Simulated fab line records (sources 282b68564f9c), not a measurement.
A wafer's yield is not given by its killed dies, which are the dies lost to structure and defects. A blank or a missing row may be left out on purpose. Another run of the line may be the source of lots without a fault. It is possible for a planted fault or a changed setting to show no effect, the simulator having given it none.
Check of tool commonality + flow rit_cmos + Lots sampled 14, wafers sampled 48

REASON FOR OPENING
RIT_NRETRO_TW_MEAS_10, reading NRETRO_TW: flagged on 2 of 14 lots. Fault-free wafers read 1051, with a standard deviation of 4.2.
Rule: flag the lot when none of its wafers has a number, or when each of its wafers that has one lies beyond 4 standard deviations from that mean. The rest of the lots are taken to be sound.

| lot  | measured    | on            | NRETRO_TW, wafer by wafer     | flag    |
|------|-------------|---------------|-------------------------------|---------|
| L960 | day 2 07:20 | film_metro-01 | 1052 1057 1053                |         |
| L962 | day 2 19:17 | film_metro-02 | 1056 1057 1053                |         |
| L963 | day 3 01:43 | film_metro-03 | 1053 1052 1050                |         |
| L964 | day 3 07:45 | film_metro-03 | 1050 1045 1053                |         |
| L967 | day 3 20:22 | film_metro-02 | 1129 1130 1136 1128 1130 1135 | FLAGGED |
| L968 | day 4 00:42 | film_metro-03 | 1128 1127 1133 1127 1129 1127 | FLAGGED |
| L975 | day 5 10:53 | film_metro-02 | 1054 1047 1055                |         |
| L976 | day 5 14:11 | film_metro-02 | 1055 1051 1052                |         |
| L978 | day 6 02:19 | film_metro-01 | 1054 1049 1056                |         |
| L979 | day 6 07:59 | film_metro-03 | 1049 1053 1046                |         |
| L980 | day 6 13:27 | film_metro-02 | 1048 1049 1046                |         |
| L981 | day 6 15:37 | film_metro-01 | 1051 1051 1054                |         |
| L982 | day 6 21:25 | film_metro-02 | 1044 1045 1051                |         |
| L983 | day 7 03:25 | film_metro-01 | 1052 1047 1049                |         |
On average the flagged lots' numbers are 1130, which is +79 against the usual, or +19 standard deviations.

TOOL THAT RAN EACH LOT
The record holds 1 process step before the reading, out of a route of 202 steps. Read each cell as the tool, then ch plus the chambers that the sampled wafers visited, then the start.
| lot  | flag    | RIT_NRETRO_IMPLANT_08          |
|------|---------|--------------------------------|
| L960 |         | implanter-02 ch 0, day 2 07:02 |
| L962 |         | implanter-02 ch 0, day 2 18:58 |
| L963 |         | implanter-01 ch 0, day 3 01:23 |
| L964 |         | implanter-01 ch 0, day 3 07:26 |
| L967 | FLAGGED | implanter-01 ch 0, day 3 20:04 |
| L968 | FLAGGED | implanter-01 ch 0, day 4 00:22 |
| L975 |         | implanter-02 ch 0, day 5 10:34 |
| L976 |         | implanter-02 ch 0, day 5 13:52 |
| L978 |         | implanter-02 ch 0, day 6 01:59 |
| L979 |         | implanter-04 ch 0, day 6 07:40 |
| L980 |         | implanter-02 ch 0, day 6 13:08 |
| L981 |         | implanter-04 ch 0, day 6 15:18 |
| L982 |         | implanter-01 ch 0, day 6 21:07 |
| L983 |         | implanter-02 ch 0, day 7 03:06 |
What these steps do:
- RIT_NRETRO_IMPLANT_08
- RIT_NRETRO_TW_MEAS_10

FLAGGED OVER TOTAL, TOOL BY TOOL (the gauges that took the reading come last)
| step                  | tool          | lots run | flagged | share of the flagged lots | sound lots run after its first flagged lot |
|-----------------------|---------------|----------|---------|---------------------------|--------------------------------------------|
| RIT_NRETRO_IMPLANT_08 | implanter-01  | 5        | 2       | all                       | 1 (L982)                                   |
| RIT_NRETRO_IMPLANT_08 | implanter-02  | 7        | 0       | none                      | -                                          |
| RIT_NRETRO_IMPLANT_08 | implanter-04  | 2        | 0       | none                      | -                                          |
| RIT_NRETRO_TW_MEAS_10 | film_metro-01 | 4        | 0       | none                      | -                                          |
| RIT_NRETRO_TW_MEAS_10 | film_metro-02 | 6        | 1       | some                      | 4 (L975,L976,L980,L982)                    |
| RIT_NRETRO_TW_MEAS_10 | film_metro-03 | 4        | 1       | some                      | 1 (L979)                                   |

WHAT IS ALLOWED BY THE TABLE
Rows of the table that ran each flagged lot: 1, that is implanter-01 at RIT_NRETRO_IMPLANT_08.
- implanter-01 at RIT_NRETRO_IMPLANT_08 ran 5 lots, 2 of them flagged. Lots that were sound ran on it after the first flagged one (L982); a persistent fault on the entire tool would not allow that. Its own readings lie more than 4 standard deviations out on every wafer of the flagged lots: beam_energy_keV.
Not one row of the table ran every flagged lot while running no sound lot after the first.

WHAT WAS PUT IN BY THE SIMULATOR
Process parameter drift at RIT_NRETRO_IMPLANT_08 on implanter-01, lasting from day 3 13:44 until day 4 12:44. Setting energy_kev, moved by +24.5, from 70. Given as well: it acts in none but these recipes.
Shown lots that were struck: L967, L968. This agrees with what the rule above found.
